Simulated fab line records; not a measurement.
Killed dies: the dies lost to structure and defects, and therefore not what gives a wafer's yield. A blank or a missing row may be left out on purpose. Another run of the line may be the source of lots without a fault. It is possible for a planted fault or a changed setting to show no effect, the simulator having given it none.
Which tool did it? -- flow berkeleyCmos170 -- 16 lots with 48 wafers sampled at 6 steps, on a route of 331 steps

## WHAT THE GAUGES READ, wafer by wafer
UCB170_FIELD_THK_MEAS_91.
lot,measured,on,FIELD_OXIDE_LEFT_2_THK (nm)
L329,day 6 22:22,filmMetro-04,340 346 337
L330,day 7 12:39,filmMetro-01,349 347 350
L332,day 7 13:29,filmMetro-04,359 367 358
L333,day 7 14:17,filmMetro-02,350 346 342
L331,day 7 14:33,filmMetro-04,324 329 326
L335,day 8 02:52,filmMetro-04,332 344 342
L336,day 8 03:09,filmMetro-04,361 345 348
L339,day 8 12:44,filmMetro-02,359 362 355
L343,day 9 19:58,filmMetro-01,364 357 356
L342,day 9 20:00,filmMetro-02,357 351 350
L346,day 9 21:16,filmMetro-01,343 357 356
L345,day 9 21:20,filmMetro-02,346 349 338
L347,day 10 17:31,filmMetro-02,376 370 378
L348,day 10 17:48,filmMetro-02,356 359 354
L350,day 11 02:11,filmMetro-02,336 332 340
L351,day 11 03:08,filmMetro-02,328 338 351

UCB170_GATE_THK_MEAS_05.
lot,measured,on,GATE_POLY_THK (nm)
L329,day 7 09:04,filmMetro-04,212.9 213.1 212.2
L330,day 8 00:20,filmMetro-04,172.9 173.5 175.0
L332,day 8 00:22,filmMetro-02,173.3 173.6 174.3
L333,day 8 00:20,filmMetro-03,172.9 173.9 173.1
L331,day 8 00:24,filmMetro-03,171.7 170.1 173.2
L335,day 8 15:37,filmMetro-04,217.1 217.7 217.6
L336,day 8 15:38,filmMetro-02,214.6 213.7 213.4
L339,day 8 23:01,filmMetro-02,212.9 215.3 215.4
L343,day 10 07:19,filmMetro-02,217.4 214.9 216.7
L342,day 10 07:23,filmMetro-02,212.1 213.5 212.5
L346,day 10 07:31,filmMetro-02,216.4 215.0 215.2
L345,day 10 07:27,filmMetro-02,217.4 215.0 217.8
L347,day 11 08:58,filmMetro-03,214.8 217.8 218.5
L348,day 11 09:00,filmMetro-04,213.0 211.1 213.9
L350,day 11 17:11,filmMetro-03,213.6 213.5 213.9
L351,day 11 17:09,filmMetro-04,216.7 218.6 217.2

UCB170_PLDD_OVL_MEAS_07.
lot,measured,on,PLDD_OVL (nm)
L329,day 7 15:10,overlay-02,2 8 6
L330,day 8 06:22,overlay-01,-1 -7 -4
L332,day 8 05:54,overlay-02,3 4 -2
L333,day 8 06:29,overlay-02,1 1 6
L331,day 8 06:59,overlay-02,-3 4 7
L335,day 8 22:09,overlay-02,-11 -5 -10
L336,day 8 23:23,overlay-02,-4 0 -5
L339,day 9 07:59,overlay-01,1 0 0
L343,day 10 10:41,overlay-02,5 5 10
L342,day 10 11:03,overlay-02,4 6 0
L346,day 10 11:23,overlay-01,-3 -2 -4
L345,day 10 11:11,overlay-01,9 4 5
L347,day 11 11:56,overlay-02,5 -3 4
L348,day 11 12:29,overlay-02,0 9 7
L350,day 11 20:32,overlay-01,-1 1 -7
L351,day 11 20:46,overlay-02,-2 1 -1

## TOOL THAT RAN EACH LOT (tool first, then ch and the chambers of the sampled wafers, then the start)
lot,UCB170_GATE_CVD_04,UCB170_GATE_ETCH_15,UCB170_GATE_STRIP_16
L329,"lpcvd-01 ch 1, day 7 07:38","rieSi-02 ch 0,1,3, day 7 11:52","plasmaAsher-01 ch 0,1, day 7 11:55"
L330,"lpcvd-01 ch 1, day 7 22:56","rieSi-01 ch 1,2,3, day 8 03:34","plasmaAsher-03 ch 0,1, day 8 03:37"
L332,"lpcvd-01 ch 0, day 7 22:56","rieSi-02 ch 0,2,3, day 8 03:27","plasmaAsher-02 ch 0,1, day 8 03:32"
L333,"lpcvd-01 ch 1, day 7 22:56","rieSi-02 ch 1,2,3, day 8 03:41","plasmaAsher-01 ch 0,1, day 8 03:44"
L331,"lpcvd-01 ch 0, day 7 22:56","rieSi-02 ch 0,1, day 8 04:17","plasmaAsher-02 ch 0, day 8 04:20"
L335,"lpcvd-02 ch 0, day 8 14:13","rieSi-01 ch 0,1,2, day 8 18:25","plasmaAsher-02 ch 0,1, day 8 18:28"
L336,"lpcvd-02 ch 0, day 8 14:13","rieSi-01 ch 1,2, day 8 18:53","plasmaAsher-01 ch 0,1, day 8 18:56"
L339,"lpcvd-02 ch 1, day 8 21:35","rieSi-02 ch 2,3, day 9 02:02","plasmaAsher-03 ch 0,1, day 9 02:07"
L343,"lpcvd-02 ch 0, day 10 05:55","rieSi-02 ch 0,1,2, day 10 08:44","plasmaAsher-01 ch 0,1, day 10 08:47"
L342,"lpcvd-02 ch 1, day 10 05:55","rieSi-01 ch 0,2,3, day 10 08:52","plasmaAsher-01 ch 0,1, day 10 08:55"
L346,"lpcvd-02 ch 0, day 10 05:55","rieSi-02 ch 0,1,2, day 10 09:16","plasmaAsher-01 ch 0,1, day 10 09:20"
L345,"lpcvd-02 ch 0, day 10 05:55","rieSi-02 ch 1,2, day 10 09:01","plasmaAsher-01 ch 0,1, day 10 09:06"
L347,"lpcvd-02 ch 0, day 11 07:34","rieSi-01 ch 2,3, day 11 10:20","plasmaAsher-03 ch 0, day 11 10:23"
L348,"lpcvd-02 ch 1, day 11 07:34","rieSi-01 ch 1,3, day 11 10:50","plasmaAsher-01 ch 0, day 11 10:53"
L350,"lpcvd-01 ch 1, day 11 15:45","rieSi-02 ch 1,2, day 11 18:56","plasmaAsher-03 ch 0,1, day 11 19:01"
L351,"lpcvd-01 ch 1, day 11 15:45","rieSi-01 ch 0,1,2, day 11 19:13","plasmaAsher-01 ch 0,1, day 11 19:16"
- UCB170_GATE_CVD_04: deposits poly-Si from SiH4, time 1440 s, target thk 214 nm.
- UCB170_GATE_ETCH_15: etches poly-Si in HBr/Cl2, stops on SiO2, time 56.3 s, target depth 278.2 nm.
- UCB170_GATE_STRIP_16: strips in O2.

## AS READ BY THE TOOLS THEMSELVES (means over the sampled wafers that have a number; for cases with no such wafer, the mark the record gives instead)
UCB170_GATE_CVD_04.
lot,tool,susceptorTempC (C),zonePowerLoadPct (%)
L329,lpcvd-01,609.67,12.5
L330,lpcvd-01,-,12.7
L332,lpcvd-01,-,10.8
L333,lpcvd-01,-,12.7
L331,lpcvd-01,-,10.9
L335,lpcvd-02,610.04,14.1
L336,lpcvd-02,609.88,14.1
L339,lpcvd-02,609.75,9.4
L343,lpcvd-02,610.40,14.0
L342,lpcvd-02,610.03,9.3
L346,lpcvd-02,609.98,14.3
L345,lpcvd-02,610.15,14.2
L347,lpcvd-02,609.92,14.1
L348,lpcvd-02,610.20,9.5
L350,lpcvd-01,609.99,12.6
L351,lpcvd-01,609.90,12.8

UCB170_GATE_ETCH_15.
lot,tool,chamberPressureMTorr (mTorr),drypumpMotorCurrentA (A),oesProductAu (a.u.),throttleValvePct (%)
L329,rieSi-02,14.996,5.9,0.826,26.58
L330,rieSi-01,15.005,6.2,0.732,26.26
L332,rieSi-02,14.997,5.7,0.718,26.68
L333,rieSi-02,15.004,5.6,0.728,26.69
L331,rieSi-02,14.994,6.1,0.712,26.50
L335,rieSi-01,14.997,6.1,0.837,26.33
L336,rieSi-01,15.007,6.1,0.831,26.07
L339,rieSi-02,14.999,5.6,0.831,26.75
L343,rieSi-02,15.013,5.7,0.838,26.63
L342,rieSi-01,14.992,6.3,0.814,26.46
L346,rieSi-02,14.994,5.7,0.830,26.62
L345,rieSi-02,14.997,5.4,0.844,26.75
L347,rieSi-01,14.996,6.3,0.823,26.41
L348,rieSi-01,15.002,6.2,0.828,26.47
L350,rieSi-02,14.996,5.7,0.836,26.65
L351,rieSi-01,14.997,6.1,0.834,26.35

UCB170_GATE_STRIP_16.
lot,tool,chamberPressureMTorr (mTorr),drypumpMotorCurrentA (A),oesProductAu (a.u.)
L329,plasmaAsher-01,3501,6.10,0.724
L330,plasmaAsher-03,3502,5.70,0.723
L332,plasmaAsher-02,3497,5.99,0.724
L333,plasmaAsher-01,3499,6.10,0.726
L331,plasmaAsher-02,3502,5.66,0.724
L335,plasmaAsher-02,3498,5.82,0.726
L336,plasmaAsher-01,3497,6.09,0.724
L339,plasmaAsher-03,3501,5.93,0.720
L343,plasmaAsher-01,3500,6.10,0.724
L342,plasmaAsher-01,3502,6.12,0.721
L346,plasmaAsher-01,3500,6.09,0.721
L345,plasmaAsher-01,3502,6.16,0.727
L347,plasmaAsher-03,3502,6.16,0.726
L348,plasmaAsher-01,3500,6.15,0.725
L350,plasmaAsher-03,3500,5.93,0.727
L351,plasmaAsher-01,3499,6.11,0.726

## THE ANSWER, worked out from the rows above alone
Rule: usual is defined by the lots themselves. The widest of any qualifying gaps counts: lots, ordered by their means at a reading, are off when they make up no more than a third of the lots, leave a main group of 4 or more, and stand apart from it by 3 or more times the standard deviation of that group's means. A main group whose means are all the same, to the digits that the tables above print for the reading, isn't used. Also off: a lot with no number at a reading for which 4 or more lots have one. Any other lot the step has rows for is counted as sound. Order of review: gauges by route order, followed by the tools' own readings, for which a lot's mean as printed above is used. At the first step where some lot is off, the reading lying furthest off is the one used; lots without a number count as furthest.
Off: L330, L332, L333, L331, at UCB170_GATE_THK_MEAS_05 (GATE_POLY_THK). For the main group the mean is 215.1 nm and the standard deviation 1.8.
If a tool, at a process step before that reading, ran all the lots that are off and no sound lot after the first of them, it fits. The gauges at UCB170_GATE_THK_MEAS_05 aren't tried: what is off there is off at UCB170_GATE_CVD_04 too, on other tools, and a gauge's error can't cause that. None of those tried fits.

## WHAT THE SIMULATOR HAD PUT IN
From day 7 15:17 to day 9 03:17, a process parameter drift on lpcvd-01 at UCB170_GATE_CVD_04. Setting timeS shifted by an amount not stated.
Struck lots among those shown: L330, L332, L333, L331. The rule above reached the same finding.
